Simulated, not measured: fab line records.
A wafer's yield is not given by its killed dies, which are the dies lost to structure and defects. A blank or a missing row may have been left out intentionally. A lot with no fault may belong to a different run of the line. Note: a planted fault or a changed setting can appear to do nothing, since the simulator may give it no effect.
Check for tools in common || flow berkeley-cmos170 || 15 lots, 45 wafers sampled

## WHY IT WAS OPENED
Of 15 lots, 3 have the reading PLDD_RS flagged at UCB170_SDANNEAL_RS_MEAS_04. No-fault wafers: 1031.5 ohm/sq, standard deviation 2.8.
Rule: a lot is flagged when every wafer of it that has a number lies more than 4 standard deviations from that mean, or none has a number. The other lots count as sound.

{"lot": "L837", "measured": "day 8 02:01", "on": "film-metro-01", "PLDD_RS (ohm/sq), wafer by wafer": "1032.1 1029.5 1030.1", "flag": ""}
{"lot": "L838", "measured": "day 8 15:53", "on": "film-metro-03", "PLDD_RS (ohm/sq), wafer by wafer": "1031.2 1034.0 1030.5", "flag": ""}
{"lot": "L839", "measured": "day 8 16:11", "on": "film-metro-02", "PLDD_RS (ohm/sq), wafer by wafer": "1030.2 1034.0 1033.3", "flag": ""}
{"lot": "L842", "measured": "day 9 12:11", "on": "film-metro-02", "PLDD_RS (ohm/sq), wafer by wafer": "1036.8 1039.8 1036.0", "flag": ""}
{"lot": "L843", "measured": "day 9 13:02", "on": "film-metro-02", "PLDD_RS (ohm/sq), wafer by wafer": "1033.5 1033.7 1036.0", "flag": ""}
{"lot": "L844", "measured": "day 9 13:38", "on": "film-metro-02", "PLDD_RS (ohm/sq), wafer by wafer": "1029.5 1028.9 1030.7", "flag": ""}
{"lot": "L846", "measured": "day 9 20:07", "on": "film-metro-01", "PLDD_RS (ohm/sq), wafer by wafer": "1028.8 1027.3 1029.7", "flag": ""}
{"lot": "L848", "measured": "day 10 09:21", "on": "film-metro-03", "PLDD_RS (ohm/sq), wafer by wafer": "1031.3 1029.1 1028.3", "flag": ""}
{"lot": "L850", "measured": "day 11 00:20", "on": "film-metro-03", "PLDD_RS (ohm/sq), wafer by wafer": "1080.5 1081.7 1083.5", "flag": "FLAGGED"}
{"lot": "L851", "measured": "day 11 00:28", "on": "film-metro-02", "PLDD_RS (ohm/sq), wafer by wafer": "1082.7 1085.3 1080.5", "flag": "FLAGGED"}
{"lot": "L853", "measured": "day 11 06:33", "on": "film-metro-01", "PLDD_RS (ohm/sq), wafer by wafer": "1033.3 1031.3 1033.7", "flag": ""}
{"lot": "L854", "measured": "day 11 16:19", "on": "film-metro-03", "PLDD_RS (ohm/sq), wafer by wafer": "1087.0 1084.9 1084.8", "flag": "FLAGGED"}
{"lot": "L855", "measured": "day 11 16:44", "on": "film-metro-02", "PLDD_RS (ohm/sq), wafer by wafer": "1034.8 1032.7 1034.2", "flag": ""}
{"lot": "L857", "measured": "day 12 05:10", "on": "film-metro-03", "PLDD_RS (ohm/sq), wafer by wafer": "1027.3 1029.1 1028.6", "flag": ""}
{"lot": "L859", "measured": "day 12 17:20", "on": "film-metro-01", "PLDD_RS (ohm/sq), wafer by wafer": "1028.4 1031.0 1026.9", "flag": ""}
The numbers of the flagged lots are 1083.4 ohm/sq on average: +51.9 ohm/sq against the usual, or +19 standard deviations.

## LOT BY LOT: THE TOOL USED
3 process steps preceding the reading are held in the record, out of 331 steps in the route. Read each cell as the tool, then ch plus the chambers that the sampled wafers visited, then the start.
{"lot": "L837", "flag": "", "UCB170_PWELL_ETCH_14": "rie-diel-01 ch 1,2,3, day 3 14:53", "UCB170_GATE_STRIP_16": "plasma-asher-01 ch 0,1, day 7 08:31", "UCB170_PLDD_IMPLANT_09": "implanter-04 ch 0, day 7 10:40"}
{"lot": "L838", "flag": "", "UCB170_PWELL_ETCH_14": "rie-diel-04 ch 2,3, day 4 00:22", "UCB170_GATE_STRIP_16": "plasma-asher-03 ch 0,1, day 8 01:38", "UCB170_PLDD_IMPLANT_09": "implanter-04 ch 0, day 8 03:26"}
{"lot": "L839", "flag": "", "UCB170_PWELL_ETCH_14": "rie-diel-03 ch 0,1, day 3 21:55", "UCB170_GATE_STRIP_16": "plasma-asher-02 ch 0,1, day 8 01:55", "UCB170_PLDD_IMPLANT_09": "implanter-01 ch 0, day 8 03:43"}
{"lot": "L842", "flag": "", "UCB170_PWELL_ETCH_14": "rie-diel-04 ch 2,3, day 4 17:41", "UCB170_GATE_STRIP_16": "plasma-asher-03 ch 0,1, day 8 19:02", "UCB170_PLDD_IMPLANT_09": "implanter-04 ch 0, day 8 21:59"}
{"lot": "L843", "flag": "", "UCB170_PWELL_ETCH_14": "rie-diel-01 ch 1,3, day 4 22:23", "UCB170_GATE_STRIP_16": "plasma-asher-02 ch 0,1, day 8 19:04", "UCB170_PLDD_IMPLANT_09": "implanter-03 ch 0, day 8 22:23"}
{"lot": "L844", "flag": "", "UCB170_PWELL_ETCH_14": "rie-diel-03 ch 2,3, day 4 17:37", "UCB170_GATE_STRIP_16": "plasma-asher-02 ch 0,1, day 8 19:53", "UCB170_PLDD_IMPLANT_09": "implanter-03 ch 0, day 8 22:58"}
{"lot": "L846", "flag": "", "UCB170_PWELL_ETCH_14": "rie-diel-03 ch 2,3, day 5 06:50", "UCB170_GATE_STRIP_16": "plasma-asher-01 ch 0,1, day 9 02:17", "UCB170_PLDD_IMPLANT_09": "implanter-03 ch 0, day 9 03:58"}
{"lot": "L848", "flag": "", "UCB170_PWELL_ETCH_14": "rie-diel-04 ch 0,2, day 5 19:17", "UCB170_GATE_STRIP_16": "plasma-asher-03 ch 0,1, day 9 15:19", "UCB170_PLDD_IMPLANT_09": "implanter-01 ch 0, day 9 17:06"}
{"lot": "L850", "flag": "FLAGGED", "UCB170_PWELL_ETCH_14": "rie-diel-03 ch 1,2, day 6 10:05", "UCB170_GATE_STRIP_16": "plasma-asher-02 ch 0,1, day 10 03:40", "UCB170_PLDD_IMPLANT_09": "implanter-03 ch 0, day 10 06:37"}
{"lot": "L851", "flag": "FLAGGED", "UCB170_PWELL_ETCH_14": "rie-diel-01 ch 0,2,3, day 6 10:31", "UCB170_GATE_STRIP_16": "plasma-asher-02 ch 0,1, day 10 03:25", "UCB170_PLDD_IMPLANT_09": "implanter-03 ch 0, day 10 06:13"}
{"lot": "L853", "flag": "", "UCB170_PWELL_ETCH_14": "rie-diel-01 ch 0,1,2, day 6 21:10", "UCB170_GATE_STRIP_16": "plasma-asher-01 ch 0,1, day 10 16:41", "UCB170_PLDD_IMPLANT_09": "implanter-04 ch 0, day 10 18:16"}
{"lot": "L854", "flag": "FLAGGED", "UCB170_PWELL_ETCH_14": "rie-diel-01 ch 0,1, day 7 01:08", "UCB170_GATE_STRIP_16": "plasma-asher-02 ch 0,1, day 11 00:05", "UCB170_PLDD_IMPLANT_09": "implanter-03 ch 0, day 11 02:12"}
{"lot": "L855", "flag": "", "UCB170_PWELL_ETCH_14": "rie-diel-04 ch 2,3, day 7 01:23", "UCB170_GATE_STRIP_16": "plasma-asher-03 ch 0,1, day 11 00:22", "UCB170_PLDD_IMPLANT_09": "implanter-04 ch 0, day 11 03:00"}
{"lot": "L857", "flag": "", "UCB170_PWELL_ETCH_14": "rie-diel-04 ch 0,1, day 7 21:04", "UCB170_GATE_STRIP_16": "plasma-asher-02 ch 0,1, day 11 15:39", "UCB170_PLDD_IMPLANT_09": "implanter-04 ch 0, day 11 17:46"}
{"lot": "L859", "flag": "", "UCB170_PWELL_ETCH_14": "rie-diel-01 ch 1,2,3, day 8 04:07", "UCB170_GATE_STRIP_16": "plasma-asher-01 ch 0,1, day 11 23:34", "UCB170_PLDD_IMPLANT_09": "implanter-04 ch 0, day 12 02:43"}
These steps, and what they do:
- UCB170_PWELL_ETCH_14: etches Si3N4 in CH3F/Ar/O2, stops on SiO2, target depth 242 nm, time 151 s.
- UCB170_GATE_STRIP_16: strips in O2.
- UCB170_PLDD_IMPLANT_09
- UCB170_SDANNEAL_RS_MEAS_04: measures by four-point-probe.

## FLAGGED OVER TOTAL, TOOL BY TOOL (the gauges that took the reading come last)
{"step": "UCB170_PWELL_ETCH_14", "tool": "rie-diel-01", "lots run": 6, "flagged": 2, "share of the flagged lots": "some", "sound lots run after its first flagged lot": "2 (L853,L859)"}
{"step": "UCB170_PWELL_ETCH_14", "tool": "rie-diel-03", "lots run": 4, "flagged": 1, "share of the flagged lots": "some", "sound lots run after its first flagged lot": 0}
{"step": "UCB170_PWELL_ETCH_14", "tool": "rie-diel-04", "lots run": 5, "flagged": 0, "share of the flagged lots": "none", "sound lots run after its first flagged lot": "-"}
{"step": "UCB170_GATE_STRIP_16", "tool": "plasma-asher-01", "lots run": 4, "flagged": 0, "share of the flagged lots": "none", "sound lots run after its first flagged lot": "-"}
{"step": "UCB170_GATE_STRIP_16", "tool": "plasma-asher-02", "lots run": 7, "flagged": 3, "share of the flagged lots": "all", "sound lots run after its first flagged lot": "1 (L857)"}
{"step": "UCB170_GATE_STRIP_16", "tool": "plasma-asher-03", "lots run": 4, "flagged": 0, "share of the flagged lots": "none", "sound lots run after its first flagged lot": "-"}
{"step": "UCB170_PLDD_IMPLANT_09", "tool": "implanter-01", "lots run": 2, "flagged": 0, "share of the flagged lots": "none", "sound lots run after its first flagged lot": "-"}
{"step": "UCB170_PLDD_IMPLANT_09", "tool": "implanter-03", "lots run": 6, "flagged": 3, "share of the flagged lots": "all", "sound lots run after its first flagged lot": 0}
{"step": "UCB170_PLDD_IMPLANT_09", "tool": "implanter-04", "lots run": 7, "flagged": 0, "share of the flagged lots": "none", "sound lots run after its first flagged lot": "-"}
{"step": "UCB170_SDANNEAL_RS_MEAS_04", "tool": "film-metro-01", "lots run": 4, "flagged": 0, "share of the flagged lots": "none", "sound lots run after its first flagged lot": "-"}
{"step": "UCB170_SDANNEAL_RS_MEAS_04", "tool": "film-metro-02", "lots run": 6, "flagged": 1, "share of the flagged lots": "some", "sound lots run after its first flagged lot": "1 (L855)"}
{"step": "UCB170_SDANNEAL_RS_MEAS_04", "tool": "film-metro-03", "lots run": 5, "flagged": 2, "share of the flagged lots": "some", "sound lots run after its first flagged lot": "1 (L857)"}

## THE TABLE: WHAT IT ALLOWS
2 rows of the table ran every flagged lot: plasma-asher-02 at UCB170_GATE_STRIP_16, implanter-03 at UCB170_PLDD_IMPLANT_09.
- plasma-asher-02 at UCB170_GATE_STRIP_16 ran 7 lots, 3 of them flagged. Lots that were sound ran on it after the first flagged one (L857); a persistent fault on the entire tool would not allow that.
- implanter-03 at UCB170_PLDD_IMPLANT_09 ran 6 lots, 3 of them flagged. Last sound lot L846 at day 9 03:58, first flagged lot L851 at day 10 06:13; a fault beginning in between fits. Its own readings lie more than 4 standard deviations out on every wafer of the flagged lots: dose-ions-cm2, faraday-current-uA.
implanter-03 at UCB170_PLDD_IMPLANT_09 is the single tool remaining.

## WHAT THE SIMULATOR HAD INSERTED
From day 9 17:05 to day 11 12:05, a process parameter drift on implanter-03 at UCB170_PLDD_IMPLANT_09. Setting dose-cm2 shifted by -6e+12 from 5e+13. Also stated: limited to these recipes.
Struck lots among those shown: L850, L851, L854. Same finding as the rule above.
